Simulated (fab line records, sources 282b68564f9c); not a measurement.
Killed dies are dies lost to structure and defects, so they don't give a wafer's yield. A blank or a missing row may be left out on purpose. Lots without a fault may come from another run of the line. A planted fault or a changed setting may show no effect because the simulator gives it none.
Tool commonality check | flow rit_cmos | 16 lots, 48 wafers sampled

WHY IT WAS OPENED
At RIT_PLDD_OVL_MEAS_06 the reading PLDD_OVL is flagged on 4 of 16 lots. Wafers without a fault read 0.4 nm, standard deviation 1.6.
Rule: a lot is flagged when every wafer of it that has a number lies more than 4 standard deviations from that mean, or none has a number. The other lots count as sound.

lot  | measured    | on         | PLDD_OVL (nm), wafer by wafer | flag
L567 | day 2 23:06 | overlay-02 | 3.5 1.3 1.1                   |
L568 | day 3 01:24 | overlay-02 | 0.0 1.1 1.3                   |
L569 | day 3 06:41 | overlay-02 | -1.0 0.3 0.1                  |
L570 | day 3 11:52 | overlay-01 | 0.0 0.4 0.9                   |
L571 | day 3 15:37 | overlay-01 | 1.7 -0.1 -2.2                 |
L572 | day 3 19:35 | overlay-01 | -0.3 -2.6 -2.7                |
L573 | day 4 03:50 | overlay-02 | -0.7 -0.8 1.4                 |
L574 | day 4 10:34 | overlay-01 | -2.6 -0.8 -2.4                |
L575 | day 4 12:57 | overlay-01 | -149.8 -148.8 -148.7          | FLAGGED
L576 | day 4 16:25 | overlay-02 | -151.0 -151.1 -151.3          | FLAGGED
L577 | day 4 21:58 | overlay-01 | -148.7 -149.3 -147.0          | FLAGGED
L578 | day 5 07:26 | overlay-01 | -147.7 -148.3 -146.6          | FLAGGED
L581 | day 5 18:08 | overlay-02 | 1.9 0.3 0.2                   |
L584 | day 6 20:31 | overlay-01 | -0.3 -4.1 -3.3                |
L586 | day 7 10:02 | overlay-01 | 2.0 1.1 0.1                   |
L588 | day 8 06:35 | overlay-01 | -1.2 -1.7 -1.4                |
The numbers of the flagged lots are -149.0 nm on average: -149.4 nm against the usual, or -93 standard deviations.

WHICH TOOL RAN EACH LOT
The record holds 1 process step before the reading, out of a route of 202 steps. In each cell: the tool, then ch and the chambers that the sampled wafers went through, then the start.
lot  | flag    | RIT_PLDD_EXPOSE_03
L567 |         | iline_stepper-02 ch 0, day 2 22:44
L568 |         | iline_stepper-02 ch 0, day 3 01:01
L569 |         | iline_stepper-01 ch 0, day 3 06:19
L570 |         | iline_stepper-02 ch 0, day 3 11:29
L571 |         | iline_stepper-02 ch 0, day 3 15:13
L572 |         | iline_stepper-01 ch 0, day 3 19:13
L573 |         | iline_stepper-02 ch 0, day 4 03:14
L574 |         | iline_stepper-01 ch 0, day 4 10:10
L575 | FLAGGED | iline_stepper-02 ch 0, day 4 12:33
L576 | FLAGGED | iline_stepper-02 ch 0, day 4 16:03
L577 | FLAGGED | iline_stepper-02 ch 0, day 4 21:34
L578 | FLAGGED | iline_stepper-02 ch 0, day 5 07:02
L581 |         | iline_stepper-01 ch 0, day 5 17:43
L584 |         | iline_stepper-01 ch 0, day 6 20:08
L586 |         | iline_stepper-01 ch 0, day 7 09:38
L588 |         | iline_stepper-01 ch 0, day 8 06:11
What these steps do:
- RIT_PLDD_EXPOSE_03: exposes mask M8, target cd 40900 nm.
- RIT_PLDD_OVL_MEAS_06

FLAGGED OVER TOTAL, TOOL BY TOOL (the gauges that took the reading come last)
step                 | tool             | lots run | flagged | share of the flagged lots | sound lots run after its first flagged lot
RIT_PLDD_EXPOSE_03   | iline_stepper-01 | 7        | 0       | none                      | -
RIT_PLDD_EXPOSE_03   | iline_stepper-02 | 9        | 4       | all                       | 0
RIT_PLDD_OVL_MEAS_06 | overlay-01       | 10       | 3       | some                      | 3 (L584,L586,L588)
RIT_PLDD_OVL_MEAS_06 | overlay-02       | 6        | 1       | some                      | 1 (L581)

WHAT THE TABLE ALLOWS
1 row of the table ran every flagged lot: iline_stepper-02 at RIT_PLDD_EXPOSE_03.
- iline_stepper-02 at RIT_PLDD_EXPOSE_03: 4 of its 9 lots flagged. Its last sound lot is L573 (day 4 03:14), its first flagged lot L575 (day 4 12:33): a fault that began between those two fits.
One tool is left: iline_stepper-02 at RIT_PLDD_EXPOSE_03.

WHAT THE SIMULATOR HAD PUT IN
Scanner matching overlay: iline_stepper-02, from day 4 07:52 on, at RIT_PLDD_EXPOSE_03. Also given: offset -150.
Lots struck among those shown: L575, L576, L577, L578. The rule above found the same.
